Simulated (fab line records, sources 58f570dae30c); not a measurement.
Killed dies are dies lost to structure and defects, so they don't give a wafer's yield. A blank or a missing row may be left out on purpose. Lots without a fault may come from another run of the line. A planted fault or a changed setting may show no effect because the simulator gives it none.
Which tool did it? | flow berkeley_cmos170 | 14 lots, 42 wafers sampled, at 6 steps of a route of 331

WHAT THE GAUGES READ, wafer by wafer
UCB170_M2_RS_MEAS_02: measures by four-point-probe. Usual: M2_AL_RS 0.0322 ohm/sq, standard deviation 0.00041.
lot  | measured     | on            | M2_AL_RS (ohm/sq)    | flag
L853 | day 7 06:59  | film_metro-01 | 0.0322 0.0319 0.0320 |
L854 | day 7 06:51  | film_metro-04 | 0.0331 0.0326 0.0329 |
L855 | day 7 19:46  | film_metro-03 | 0.0319 0.0323 0.0317 |
L857 | day 8 14:58  | film_metro-04 | 0.0319 0.0505 0.0321 | OFF
L859 | day 9 01:35  | film_metro-03 | 0.0325 0.0510 0.0323 | OFF
L861 | day 9 10:48  | film_metro-01 | 0.0319 0.0315 0.0315 |
L860 | day 9 15:48  | film_metro-03 | 0.0317 0.0321 0.0321 |
L867 | day 10 20:29 | film_metro-01 | 0.0319 0.0315 0.0318 |
L868 | day 11 00:22 | film_metro-03 | 0.0322 0.0323 0.0324 |
L872 | day 11 00:28 | film_metro-04 | 0.0322 0.0322 0.0321 |
L875 | day 11 21:09 | film_metro-03 | 0.0321 0.0327 0.0319 |
L874 | day 11 17:41 | film_metro-01 | 0.0320 0.0320 0.0321 |
L873 | day 11 21:32 | film_metro-03 | 0.0321 0.0320 0.0321 |
L876 | day 12 14:42 | film_metro-01 | 0.0320 0.0319 0.0318 |

UCB170_M2_THK_MEAS_03: measures by xrf. Usual: M2_AL_THK 902 nm, standard deviation 13.
lot  | measured     | on            | M2_AL_THK (nm) | flag
L853 | day 7 07:06  | film_metro-01 | 899 913 910    |
L854 | day 7 06:58  | film_metro-04 | 873 891 877    |
L855 | day 7 19:52  | film_metro-03 | 910 897 921    |
L857 | day 8 15:04  | film_metro-04 | 914 585 902    | OFF
L859 | day 9 01:43  | film_metro-03 | 892 577 902    | OFF
L861 | day 9 10:55  | film_metro-01 | 907 919 919    |
L860 | day 9 15:55  | film_metro-03 | 919 908 905    |
L867 | day 10 20:35 | film_metro-01 | 915 921 918    |
L868 | day 11 00:29 | film_metro-03 | 899 898 897    |
L872 | day 11 00:35 | film_metro-04 | 903 905 914    |
L875 | day 11 21:16 | film_metro-03 | 905 885 907    |
L874 | day 11 17:48 | film_metro-01 | 908 909 910    |
L873 | day 11 21:40 | film_metro-03 | 902 908 899    |
L876 | day 12 14:49 | film_metro-01 | 908 906 911    |

WHICH TOOL RAN EACH LOT (tool, then ch and the chambers of the sampled wafers, then the start)
lot  | UCB170_GATE_STRIP_16                 | UCB170_SPACER_CVD_00            | UCB170_SDANNEAL_RTA_01           | UCB170_M2_SPUTTER_01
L853 | plasma_asher-01 ch 0, day 6 00:20    | pecvd-04 ch 0,2, day 6 05:12    | rtp_anneal-01 ch 0, day 6 13:58  | pvd_sputter-04, day 7 06:53
L854 | plasma_asher-01 ch 0,1, day 6 00:38  | pecvd-02 ch 0,1, day 6 05:26    | rtp_anneal-02 ch 0, day 6 13:37  | pvd_sputter-02, day 7 06:46
L855 | plasma_asher-04 ch 0,1, day 6 11:21  | pecvd-02 ch 0,1,2, day 6 15:37  | rtp_anneal-01 ch 0, day 7 03:42  | pvd_sputter-04, day 7 19:39
L857 | plasma_asher-03 ch 0,1, day 7 05:26  | pecvd-02 ch 0,1,2, day 7 11:15  | rtp_anneal-02 ch 0, day 7 22:58  | pvd_sputter-04, day 8 14:51
L859 | plasma_asher-04 ch 0,1, day 7 16:01  | pecvd-03 ch 0,1,2, day 7 23:08  | rtp_anneal-01 ch 0, day 8 09:02  | pvd_sputter-04, day 9 01:31
L861 | plasma_asher-04 ch 0,1, day 7 23:55  | pecvd-02 ch 0,1,2, day 8 03:53  | rtp_anneal-02 ch 0, day 8 15:29  | pvd_sputter-02, day 9 10:43
L860 | plasma_asher-01 ch 0,1, day 8 04:41  | pecvd-03 ch 0,1, day 8 09:20    | rtp_anneal-01 ch 0, day 9 01:42  | pvd_sputter-03, day 9 15:43
L867 | plasma_asher-03 ch 0,1, day 9 11:42  | pecvd-02 ch 0,1, day 9 16:27    | rtp_anneal-02 ch 0, day 10 06:06 | pvd_sputter-03, day 10 20:23
L868 | plasma_asher-01 ch 0,1, day 9 11:57  | pecvd-03 ch 0,1,2, day 9 17:09  | rtp_anneal-02 ch 0, day 10 06:47 | pvd_sputter-03, day 11 00:14
L872 | plasma_asher-01 ch 0,1, day 9 19:14  | pecvd-03 ch 0,1,2, day 10 00:18 | rtp_anneal-02 ch 0, day 10 10:17 | pvd_sputter-02, day 11 00:22
L875 | plasma_asher-04 ch 0,1, day 10 12:02 | pecvd-03 ch 0,2, day 10 16:55   | rtp_anneal-02 ch 0, day 11 05:12 | pvd_sputter-02, day 11 21:02
L874 | plasma_asher-01 ch 0,1, day 10 12:23 | pecvd-02 ch 0,1, day 10 16:56   | rtp_anneal-01 ch 0, day 11 02:43 | pvd_sputter-03, day 11 17:35
L873 | plasma_asher-04 ch 0,1, day 10 12:31 | pecvd-03 ch 0,2, day 10 17:17   | rtp_anneal-01 ch 0, day 11 05:12 | pvd_sputter-04, day 11 21:28
L876 | plasma_asher-03 ch 0,1, day 11 09:34 | pecvd-02 ch 1,2, day 11 15:02   | rtp_anneal-02 ch 0, day 12 01:08 | pvd_sputter-03, day 12 14:37
- UCB170_GATE_STRIP_16: strips in O2.
- UCB170_SPACER_CVD_00: deposits SiO2 from TEOS/O2, target thk 376 nm, time 47 s.
- UCB170_SDANNEAL_RTA_01: time 5 s.
- UCB170_M2_SPUTTER_01: material Al, target thk 900 nm, time 120 s.

WHAT THE TOOLS THEMSELVES READ (means of the sampled wafers that have a number; where no wafer has one, the mark that the record gives instead)
UCB170_GATE_STRIP_16. Usual: drypump_motor_current_A 5.9 A, standard deviation 0.69; o2_flow_sccm 399.9 sccm, standard deviation 1.3; oes_product_au 0.724 a.u., standard deviation 0.0047.
lot  | tool            | drypump_motor_current_A (A) | o2_flow_sccm (sccm) | oes_product_au (a.u.) | flag
L853 | plasma_asher-01 | 6.0                         | 399.1               | 0.724                 |
L854 | plasma_asher-01 | 5.5                         | 399.9               | 0.725                 |
L855 | plasma_asher-04 | 6.5                         | 399.5               | 0.727                 |
L857 | plasma_asher-03 | 5.5                         | 399.9               | 0.720                 |
L859 | plasma_asher-04 | 6.5                         | 399.1               | 0.720                 |
L861 | plasma_asher-04 | 6.5                         | 399.0               | 0.723                 |
L860 | plasma_asher-01 | 5.1                         | 400.5               | 0.724                 |
L867 | plasma_asher-03 | 5.4                         | 399.5               | 0.728                 |
L868 | plasma_asher-01 | 5.5                         | 400.0               | 0.724                 |
L872 | plasma_asher-01 | 5.5                         | 398.8               | 0.727                 |
L875 | plasma_asher-04 | 6.5                         | 399.7               | 0.725                 |
L874 | plasma_asher-01 | 5.6                         | 398.6               | 0.724                 |
L873 | plasma_asher-04 | 6.5                         | 399.9               | 0.723                 |
L876 | plasma_asher-03 | 5.3                         | 399.8               | 0.726                 |

UCB170_SPACER_CVD_00. Usual: heater_power_w 295 W, standard deviation 54.
lot  | tool     | heater_power_w (W) | flag
L853 | pecvd-04 | 286                |
L854 | pecvd-02 | 337                |
L855 | pecvd-02 | 323                |
L857 | pecvd-02 | 303                |
L859 | pecvd-03 | 274                |
L861 | pecvd-02 | 330                |
L860 | pecvd-03 | 269                |
L867 | pecvd-02 | 373                |
L868 | pecvd-03 | 279                |
L872 | pecvd-03 | 304                |
L875 | pecvd-03 | 314                |
L874 | pecvd-02 | 335                |
L873 | pecvd-03 | 302                |
L876 | pecvd-02 | 244                |

UCB170_SDANNEAL_RTA_01. Usual: lamp_power_pct 37 %, standard deviation 6.5; wafer_temp_C_max 1054.5, standard deviation 1.3.
lot  | tool          | lamp_power_pct (%) | wafer_temp_C_max | flag
L853 | rtp_anneal-01 | 44                 | 1056.0           |
L854 | rtp_anneal-02 | 31                 | 1053.7           |
L855 | rtp_anneal-01 | 44                 | 1055.4           |
L857 | rtp_anneal-02 | 31                 | 1054.0           |
L859 | rtp_anneal-01 | 44                 | 1055.9           |
L861 | rtp_anneal-02 | 31                 | 1053.9           |
L860 | rtp_anneal-01 | 44                 | 1054.8           |
L867 | rtp_anneal-02 | 31                 | 1054.2           |
L868 | rtp_anneal-02 | 31                 | 1053.2           |
L872 | rtp_anneal-02 | 31                 | 1054.3           |
L875 | rtp_anneal-02 | 31                 | 1053.2           |
L874 | rtp_anneal-01 | 44                 | 1057.2           |
L873 | rtp_anneal-01 | 44                 | 1054.4           |
L876 | rtp_anneal-02 | 31                 | 1053.8           |

UCB170_M2_SPUTTER_01. Usual: cathode_dc_power_W 5999.9 W, standard deviation 1.1; throttle_valve_pct 30.4 %, standard deviation 0.95.
lot  | tool           | cathode_dc_power_W (W) | throttle_valve_pct (%) | flag
L853 | pvd_sputter-04 | 6000.3                 | 29.8                   |
L854 | pvd_sputter-02 | 6000.7                 | 31.5                   |
L855 | pvd_sputter-04 | 5998.6                 | 30.1                   |
L857 | pvd_sputter-04 | 5999.5                 | 29.4                   |
L859 | pvd_sputter-04 | 5999.6                 | 29.5                   |
L861 | pvd_sputter-02 | 6000.2                 | 31.2                   |
L860 | pvd_sputter-03 | 6000.5                 | 30.4                   |
L867 | pvd_sputter-03 | 5999.5                 | 29.8                   |
L868 | pvd_sputter-03 | 6001.3                 | 30.1                   |
L872 | pvd_sputter-02 | 6000.9                 | 31.9                   |
L875 | pvd_sputter-02 | 6000.0                 | 30.4                   |
L874 | pvd_sputter-03 | 5999.0                 | 29.8                   |
L873 | pvd_sputter-04 | 5999.5                 | 29.9                   |
L876 | pvd_sputter-03 | 5998.7                 | 30.2                   |

THE ANSWER, worked out from the rows above alone
Rule: a lot is off if the mean of its wafers that have a number lies more than 3 standard deviations from the usual mean. A lot without any number at a reading at which 4 lots or more have one is off too. The other lots that the step has rows for count as sound. The gauges are gone through in route order, then the tools' own readings, and for those a lot's mean is taken as printed above. The first step at which some lot is off is used, and at that step the reading that is off furthest; a lot without a number counts as furthest.
Off: L857, L859, at UCB170_M2_RS_MEAS_02 (M2_AL_RS).
A tool fits if, at a process step before that reading, it ran every lot that is off, and no sound lot after the first of them. The gauges at UCB170_M2_RS_MEAS_02 are tried like those tools. None of those tried fits.

WHAT THE SIMULATOR HAD PUT IN
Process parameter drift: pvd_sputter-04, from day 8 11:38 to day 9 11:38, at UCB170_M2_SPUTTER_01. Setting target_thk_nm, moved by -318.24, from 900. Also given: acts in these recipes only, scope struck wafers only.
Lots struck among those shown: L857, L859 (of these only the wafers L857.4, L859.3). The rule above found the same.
